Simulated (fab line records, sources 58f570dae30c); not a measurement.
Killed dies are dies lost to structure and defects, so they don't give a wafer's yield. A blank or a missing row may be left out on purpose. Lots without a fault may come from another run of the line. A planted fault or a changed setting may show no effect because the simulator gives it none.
Which tool did it? | flow berkeley_cmos170 | 14 lots, 42 wafers sampled, at 6 steps of a route of 331

WHAT THE GAUGES READ, wafer by wafer
UCB170_CONTACT_CD_MEAS_15: target cd 700 nm.
lot  | measured     | on        | cd_nm (nm)
L986 | day 7 08:31  | cd_sem-01 | 698.9 698.1 696.8
L988 | day 7 18:34  | cd_sem-02 | 702.1 701.0 699.9
L987 | day 7 23:23  | cd_sem-02 | 700.9 702.5 701.3
L989 | day 8 08:16  | cd_sem-02 | 700.8 700.7 701.0
L992 | day 9 00:43  | cd_sem-02 | 700.6 699.2 699.6
L991 | day 9 02:40  | cd_sem-02 | 703.8 702.9 703.6
L995 | day 9 06:02  | cd_sem-02 | 701.6 702.1 701.7
L998 | day 9 09:16  | cd_sem-01 | 700.9 700.2 700.7
L994 | day 9 08:05  | cd_sem-01 | 698.5 698.0 699.1
L999 | day 9 17:13  | cd_sem-01 | 699.3 700.4 700.5
L100 | day 9 20:33  | cd_sem-01 | 698.5 699.1 697.3
L102 | day 10 08:35 | cd_sem-01 | 699.7 699.1 699.4
L101 | day 10 13:41 | cd_sem-01 | 700.1 699.4 700.5
L104 | day 10 13:58 | cd_sem-02 | 699.5 700.4 701.2

UCB170_M2_RS_MEAS_02: measures by four-point-probe.
lot  | measured     | on            | M2_AL_RS (ohm/sq)
L986 | day 7 17:30  | film_metro-01 | 0.0316 0.0314 0.0316
L988 | day 8 03:25  | film_metro-03 | 0.0320 0.0316 0.0319
L987 | day 8 09:40  | film_metro-04 | 0.0322 0.0323 0.0322
L989 | day 8 16:30  | film_metro-03 | 0.0316 0.0317 0.0316
L992 | day 9 11:40  | film_metro-04 | 0.0316 0.0317 0.0316
L991 | day 9 12:31  | film_metro-01 | 0.0320 0.0322 0.0316
L995 | day 9 17:21  | film_metro-01 | 0.0320 0.0318 0.0316
L998 | day 9 19:48  | film_metro-03 | 0.0316 0.0313 0.0313
L994 | day 9 17:32  | film_metro-03 | 0.0313 0.0319 0.0314
L999 | day 10 05:02 | film_metro-04 | 0.0318 0.0319 0.0320
L100 | day 10 07:05 | film_metro-01 | 0.0318 0.0319 0.0320
L102 | day 10 15:58 | film_metro-03 | 0.0246 0.0316 0.0317
L101 | day 11 00:22 | film_metro-04 | 0.0325 0.0323 0.0326
L104 | day 11 01:04 | film_metro-03 | 0.0316 0.0246 0.0313

UCB170_M2_THK_MEAS_03: measures by xrf.
lot  | measured     | on            | M2_AL_THK (nm)
L986 | day 7 17:37  | film_metro-01 | 921 923 916
L988 | day 8 03:31  | film_metro-03 | 901 912 896
L987 | day 8 09:47  | film_metro-04 | 886 892 894
L989 | day 8 16:37  | film_metro-03 | 911 909 903
L992 | day 9 11:47  | film_metro-04 | 911 910 919
L991 | day 9 12:38  | film_metro-01 | 903 894 916
L995 | day 9 17:28  | film_metro-01 | 906 908 919
L998 | day 9 19:55  | film_metro-03 | 904 912 913
L994 | day 9 17:38  | film_metro-03 | 914 892 917
L999 | day 10 05:08 | film_metro-04 | 909 905 905
L100 | day 10 07:12 | film_metro-01 | 906 907 909
L102 | day 10 16:05 | film_metro-03 | 1171 909 900
L101 | day 11 00:29 | film_metro-04 | 883 887 878
L104 | day 11 01:11 | film_metro-03 | 907 1163 913

WHICH TOOL RAN EACH LOT (tool, then ch and the chambers of the sampled wafers, then the start)
lot  | UCB170_PLDD_STRIP_10                | UCB170_M1_STRIP_13                   | UCB170_M2_SPUTTER_01
L986 | plasma_asher-01 ch 0,1, day 6 13:55 | plasma_asher-04 ch 0,1, day 7 11:41  | pvd_sputter-04, day 7 17:25
L988 | plasma_asher-01 ch 0,1, day 7 03:05 | plasma_asher-04 ch 0,1, day 7 21:16  | pvd_sputter-03, day 8 03:19
L987 | plasma_asher-01 ch 0,1, day 7 03:28 | plasma_asher-01 ch 0,1, day 8 02:19  | pvd_sputter-04, day 8 09:34
L989 | plasma_asher-01 ch 0,1, day 7 12:56 | plasma_asher-04 ch 0,1, day 8 10:43  | pvd_sputter-04, day 8 16:23
L992 | plasma_asher-04 ch 0,1, day 8 05:16 | plasma_asher-04 ch 0,1, day 9 03:02  | pvd_sputter-04, day 9 11:35
L991 | plasma_asher-01 ch 0,1, day 8 05:41 | plasma_asher-01 ch 0,1, day 9 05:09  | pvd_sputter-03, day 9 12:26
L995 | plasma_asher-02 ch 0,1, day 8 11:46 | plasma_asher-04 ch 0,1, day 9 09:15  | pvd_sputter-04, day 9 17:16
L998 | plasma_asher-02 ch 0,1, day 8 14:43 | plasma_asher-01 ch 0,1, day 9 12:20  | pvd_sputter-03, day 9 19:43
L994 | plasma_asher-04 ch 0,1, day 8 15:50 | plasma_asher-01 ch 0,1, day 9 10:57  | pvd_sputter-03, day 9 17:26
L999 | plasma_asher-02 ch 0,1, day 9 00:01 | plasma_asher-01 ch 0, day 9 20:35    | pvd_sputter-03, day 10 04:55
L100 | plasma_asher-02 ch 0,1, day 9 00:29 | plasma_asher-04 ch 0,1, day 10 00:44 | pvd_sputter-01, day 10 06:59
L102 | plasma_asher-01 ch 0,1, day 9 11:40 | plasma_asher-01 ch 0,1, day 10 11:26 | pvd_sputter-03, day 10 15:52
L101 | plasma_asher-01 ch 0,1, day 9 15:12 | plasma_asher-01 ch 0,1, day 10 18:16 | pvd_sputter-01, day 11 00:17
L104 | plasma_asher-02 ch 0,1, day 9 15:19 | plasma_asher-04 ch 0,1, day 10 18:23 | pvd_sputter-03, day 11 00:59
- UCB170_PLDD_STRIP_10: strips in O2.
- UCB170_M1_STRIP_13: strips in O2.
- UCB170_M2_SPUTTER_01: material Al, target thk 900 nm, time 120 s.

WHAT THE TOOLS THEMSELVES READ (means of the sampled wafers that have a number; where no wafer has one, the mark that the record gives instead)
UCB170_PLDD_STRIP_10.
lot  | tool            | drypump_motor_current_A (A) | oes_product_au (a.u.) | strip_time_to_endpoint_s (s)
L986 | plasma_asher-01 | 6.02                        | 0.735                 | 21.50
L988 | plasma_asher-01 | 5.81                        | 0.733                 | 21.59
L987 | plasma_asher-01 | 6.05                        | 0.737                 | 21.52
L989 | plasma_asher-01 | 5.77                        | 0.739                 | 21.57
L992 | plasma_asher-04 | 5.51                        | 0.736                 | 21.60
L991 | plasma_asher-01 | 5.78                        | 0.734                 | 21.67
L995 | plasma_asher-02 | 5.96                        | 0.735                 | 21.57
L998 | plasma_asher-02 | 5.97                        | 0.732                 | 21.50
L994 | plasma_asher-04 | 5.78                        | 0.735                 | 21.59
L999 | plasma_asher-02 | 5.93                        | 0.738                 | 21.50
L100 | plasma_asher-02 | 5.98                        | 0.734                 | 21.51
L102 | plasma_asher-01 | 5.82                        | 0.734                 | 21.55
L101 | plasma_asher-01 | 5.79                        | 0.737                 | 21.70
L104 | plasma_asher-02 | 5.99                        | 0.736                 | 21.65

UCB170_M1_STRIP_13.
lot  | tool            | drypump_motor_current_A (A) | oes_product_au (a.u.)
L986 | plasma_asher-04 | 5.5                         | 0.719
L988 | plasma_asher-04 | 5.5                         | 0.720
L987 | plasma_asher-01 | 5.8                         | 0.716
L989 | plasma_asher-04 | 5.8                         | 0.724
L992 | plasma_asher-04 | 5.5                         | 0.720
L991 | plasma_asher-01 | 6.1                         | 0.718
L995 | plasma_asher-04 | 5.8                         | 0.718
L998 | plasma_asher-01 | 5.8                         | 0.720
L994 | plasma_asher-01 | 6.0                         | 0.717
L999 | plasma_asher-01 | 5.6                         | 0.723
L100 | plasma_asher-04 | 5.8                         | 0.717
L102 | plasma_asher-01 | 6.0                         | 0.720
L101 | plasma_asher-01 | 6.1                         | 0.719
L104 | plasma_asher-04 | 5.8                         | 0.721

UCB170_M2_SPUTTER_01.
lot  | tool           | cathode_dc_power_W (W) | chamber_pressure_pa (Pa) | throttle_valve_pct (%)
L986 | pvd_sputter-04 | 5999.8                 | 0.5009                   | 30.2
L988 | pvd_sputter-03 | 6000.1                 | 0.4996                   | 30.6
L987 | pvd_sputter-04 | 5999.9                 | 0.4999                   | 30.1
L989 | pvd_sputter-04 | 6000.9                 | 0.4995                   | 29.2
L992 | pvd_sputter-04 | 5999.1                 | 0.4998                   | 29.7
L991 | pvd_sputter-03 | 6001.3                 | 0.5004                   | 29.7
L995 | pvd_sputter-04 | 6000.5                 | 0.4993                   | 29.8
L998 | pvd_sputter-03 | 5999.2                 | 0.5004                   | 29.7
L994 | pvd_sputter-03 | 6000.3                 | 0.5005                   | 29.6
L999 | pvd_sputter-03 | 6000.1                 | 0.4989                   | 30.7
L100 | pvd_sputter-01 | 6000.4                 | 0.4998                   | 30.3
L102 | pvd_sputter-03 | 6617.8                 | 0.4998                   | 29.5
L101 | pvd_sputter-01 | 6000.4                 | 0.4995                   | 30.0
L104 | pvd_sputter-03 | 6617.7                 | 0.5003                   | 29.4

THE ANSWER, worked out from the rows above alone
Rule: what is usual is taken from the lots themselves. Put in order of their means at a reading, lots are off if they are a third of the lots or fewer, leave a main group of 4 or more, and stand apart from it by a gap of 3 or more times the standard deviation of the main group's means; of several such gaps the widest counts. A main group whose means are all the same, to the digits that the tables above print for the reading, isn't used. A lot without any number at a reading at which 4 lots or more have one is off too. The other lots that the step has rows for count as sound. The gauges are gone through in route order, then the tools' own readings, and for those a lot's mean is taken as printed above. The first step at which some lot is off is used, and at that step the reading that is off furthest; a lot without a number counts as furthest.
Off: L102, L104, at UCB170_M2_RS_MEAS_02 (M2_AL_RS). The main group: mean 0.0318 ohm/sq, standard deviation 0.00029.
A tool fits if, at a process step before that reading, it ran every lot that is off, and no sound lot after the first of them. The gauges at UCB170_M2_RS_MEAS_02 aren't tried: what is off there is off at UCB170_M2_SPUTTER_01 too, on other tools, and a gauge's error can't cause that. One fits: pvd_sputter-03 at UCB170_M2_SPUTTER_01. Its last sound lot is L999 (day 10 04:55), its first lot that is off L102 (day 10 15:52): a fault that began between those two fits.
The tool's own readings at UCB170_M2_SPUTTER_01 bear it out: on the lots that are off they differ by more than 5 times the standard deviation of the sound lots' means. cathode_dc_power_W reads 6617.8 W there against 6000.2 W on the sound lots.

WHAT THE SIMULATOR HAD PUT IN
Process parameter drift: pvd_sputter-03, from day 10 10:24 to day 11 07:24, at UCB170_M2_SPUTTER_01. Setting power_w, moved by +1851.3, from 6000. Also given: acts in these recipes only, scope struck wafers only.
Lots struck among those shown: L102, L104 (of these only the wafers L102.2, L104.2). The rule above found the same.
